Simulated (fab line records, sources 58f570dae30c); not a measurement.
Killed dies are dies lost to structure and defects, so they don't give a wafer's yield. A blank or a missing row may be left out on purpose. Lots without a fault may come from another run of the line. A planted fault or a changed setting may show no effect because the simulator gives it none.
Which tool did it? | flow berkeley_cmos170 | 7 lots, 21 wafers sampled, at 1 step of a route of 331

WHAT THE GAUGES READ, wafer by wafer
UCB170_WELLDRIVE_THK_MEAS_02.
lot  | measured    | on            | WELLDRIVE_OXIDE_THK (nm)
L444 | day 4 17:21 | film_metro-02 | 197 196 193
L445 | day 4 23:26 | film_metro-02 | 200 199 196
L449 | day 5 22:11 | film_metro-04 | 206 203 202
L453 | day 6 20:42 | film_metro-02 | 206 205 208
L457 | day 8 01:22 | film_metro-01 | 195 195 193
L460 | day 8 07:59 | film_metro-01 | 201 199 204
L463 | day 9 00:32 | film_metro-04 | 195 194 197

WHICH TOOL RAN EACH LOT (tool, then ch and the chambers of the sampled wafers, then the start)
The record holds no process step before these readings.

THE ANSWER, worked out from the rows above alone
Rule: what is usual is taken from the lots themselves. Put in order of their means at a reading, lots are off if they are a third of the lots or fewer, leave a main group of 4 or more, and stand apart from it by a gap of 3 or more times the standard deviation of the main group's means; of several such gaps the widest counts. A main group whose means are all the same, to the digits that the tables above print for the reading, isn't used. A lot without any number at a reading at which 4 lots or more have one is off too. The other lots that the step has rows for count as sound.
No lot is off at any reading shown: from this, nothing can be told.

WHAT THE SIMULATOR HAD PUT IN
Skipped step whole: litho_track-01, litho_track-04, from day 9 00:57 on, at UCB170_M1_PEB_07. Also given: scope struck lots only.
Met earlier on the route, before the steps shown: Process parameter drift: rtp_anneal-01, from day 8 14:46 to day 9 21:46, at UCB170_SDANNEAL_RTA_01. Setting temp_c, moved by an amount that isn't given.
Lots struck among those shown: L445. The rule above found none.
